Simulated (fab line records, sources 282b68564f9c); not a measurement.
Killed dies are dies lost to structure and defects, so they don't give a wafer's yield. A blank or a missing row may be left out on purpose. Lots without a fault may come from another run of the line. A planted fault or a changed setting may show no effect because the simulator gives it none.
Which tool did it? | flow rit_cmos | 7 lots, 21 wafers sampled, at 3 steps of a route of 202

WHAT THE GAUGES READ, wafer by wafer
RIT_NRETRO_TW_MEAS_10.
lot  | measured    | on            | NRETRO_TW
L644 | day 2 16:15 | film_metro-01 | 1056 1056 1058
L646 | day 3 10:06 | film_metro-03 | 1046 1045 1047
L648 | day 3 21:43 | film_metro-04 | 1046 1043 1042
L651 | day 4 08:44 | film_metro-04 | 999 1001 1000
L653 | day 4 19:37 | film_metro-04 | 1001 1000 1001
L656 | day 5 06:34 | film_metro-03 | 1044 1039 1035
L662 | day 6 12:13 | film_metro-04 | 1049 1046 1054

WHICH TOOL RAN EACH LOT (tool, then ch and the chambers of the sampled wafers, then the start)
lot  | RIT_ACTIVE_STRIP_14                 | RIT_NRETRO_IMPLANT_08
L644 | plasma_asher-02 ch 0,1, day 2 01:25 | implanter-02 ch 0, day 2 15:55
L646 | plasma_asher-02 ch 0,1, day 2 10:50 | implanter-03 ch 0, day 3 09:47
L648 | plasma_asher-01 ch 0,1, day 2 22:14 | implanter-02 ch 0, day 3 21:25
L651 | plasma_asher-01 ch 0,1, day 3 13:57 | implanter-02 ch 0, day 4 08:25
L653 | plasma_asher-03 ch 0,1, day 3 22:24 | implanter-02 ch 0, day 4 19:17
L656 | plasma_asher-01 ch 0,1, day 4 12:54 | implanter-01 ch 0, day 5 06:17
L662 | plasma_asher-03 ch 0,1, day 5 19:54 | implanter-01 ch 0, day 6 11:53
- RIT_ACTIVE_STRIP_14: strips in O2, time 180 s.
- RIT_NRETRO_IMPLANT_08

THE ANSWER, worked out from the rows above alone
Rule: what is usual is taken from the lots themselves. Put in order of their means at a reading, lots are off if they are a third of the lots or fewer, leave a main group of 4 or more, and stand apart from it by a gap of 3 or more times the standard deviation of the main group's means; of several such gaps the widest counts. A main group whose means are all the same, to the digits that the tables above print for the reading, isn't used. A lot without any number at a reading at which 4 lots or more have one is off too. The other lots that the step has rows for count as sound.
Off: L651, L653, at RIT_NRETRO_TW_MEAS_10 (NRETRO_TW). The main group: mean 1047, standard deviation 5.9.
A tool fits if, at a process step before that reading, it ran every lot that is off, and no sound lot after the first of them. The gauges at RIT_NRETRO_TW_MEAS_10 are tried like those tools. One fits: implanter-02 at RIT_NRETRO_IMPLANT_08. Its last sound lot is L648 (day 3 21:25), its first lot that is off L651 (day 4 08:25): a fault that began between those two fits.

WHAT THE SIMULATOR HAD PUT IN
Process parameter drift: implanter-02, from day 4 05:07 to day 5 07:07, at RIT_NRETRO_IMPLANT_08. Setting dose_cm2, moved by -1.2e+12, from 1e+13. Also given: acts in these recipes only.
Lots struck among those shown: L651, L653. The rule above found the same.
